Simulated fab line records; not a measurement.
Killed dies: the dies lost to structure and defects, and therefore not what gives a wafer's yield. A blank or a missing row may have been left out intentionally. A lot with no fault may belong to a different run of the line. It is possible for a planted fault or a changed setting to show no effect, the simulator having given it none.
Chamber matching	flow berkeley-cmos170	UCB170_WELLDRIVE_CLEAN_00 on wet-bench-04: 4 sister chambers
The step cleans in SPM, time 600 s. 16 wafers are shown with their chamber, then 8 later ones without.

== WAFERS, EACH WITH ITS CHAMBER ==
wafer	chamber	bath-guard-temp-C (C)	bath-heat-duty-pct (%)
L712.1	2	119.79	13.4
L712.3	2	120.20	14.1
L712.6	2	119.70	12.7
L715.1	2	119.40	14.2
L715.2	2	119.91	14.3
L715.4	2	119.87	13.0
L718.1	1	119.85	13.4
L718.4	1	120.08	13.3
L718.6	1	119.73	13.1
L720.1	0	119.89	14.5
L720.5	0	119.80	13.3
L720.6	0	119.69	13.6
L721.3	2	120.03	12.9
L721.5	2	120.11	12.4
L721.6	2	119.73	13.0
L722.2	3	120.65	13.8

SIGNATURES, as means of the wafers listed above
reading	chamber 0	chamber 1	chamber 2	chamber 3	scatter within a chamber
bath-guard-temp-C	119.7933	119.8867	119.8600	120.6500	0.214
bath-heat-duty-pct	13.800	13.267	13.333	13.800	0.632
Rule: for each reading, subtract the chamber's mean from the wafer's reading, divide by that reading's scatter and square the result; add these up over the readings and take the root, which gives the wafer's distance from the chamber. The wafer belongs to the nearest chamber; if the next one is less than 2 further off, it can't be placed. The scatter is the square root of a quotient: the sum, over the shown wafers, of each reading's squared deviation from its chamber's mean, divided by wafers minus chambers.

== WAFERS MISSING THEIR CHAMBER ==
wafer	bath-guard-temp-C (C)	bath-heat-duty-pct (%)
L722.3	120.26	16.0
L722.5	119.79	15.0
L728.2	119.61	13.4
L728.4	119.69	12.8
L728.5	119.39	12.8
L733.1	120.04	13.8
L733.3	119.96	14.6
L733.4	119.72	13.0

== THE CHAMBER EACH PASSED THROUGH ==
wafer	from the rows above	in truth
L722.3	can't be placed: 3 or 0 or 2 or 1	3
L722.5	can't be placed: 0 or 2 or 1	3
L728.2	can't be placed: 0 or 2 or 1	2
L728.4	can't be placed: 2 or 1 or 0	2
L728.5	can't be placed: 2 or 1 or 0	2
L733.1	can't be placed: 1 or 2 or 0 or 3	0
L733.3	can't be placed: 0 or 2 or 1 or 3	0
L733.4	can't be placed: 2 or 1 or 0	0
Correct placement for 0 of the 8. Can't be placed from these rows: 8 (the true chamber is among the candidates in 7). Wrongly placed: 0.
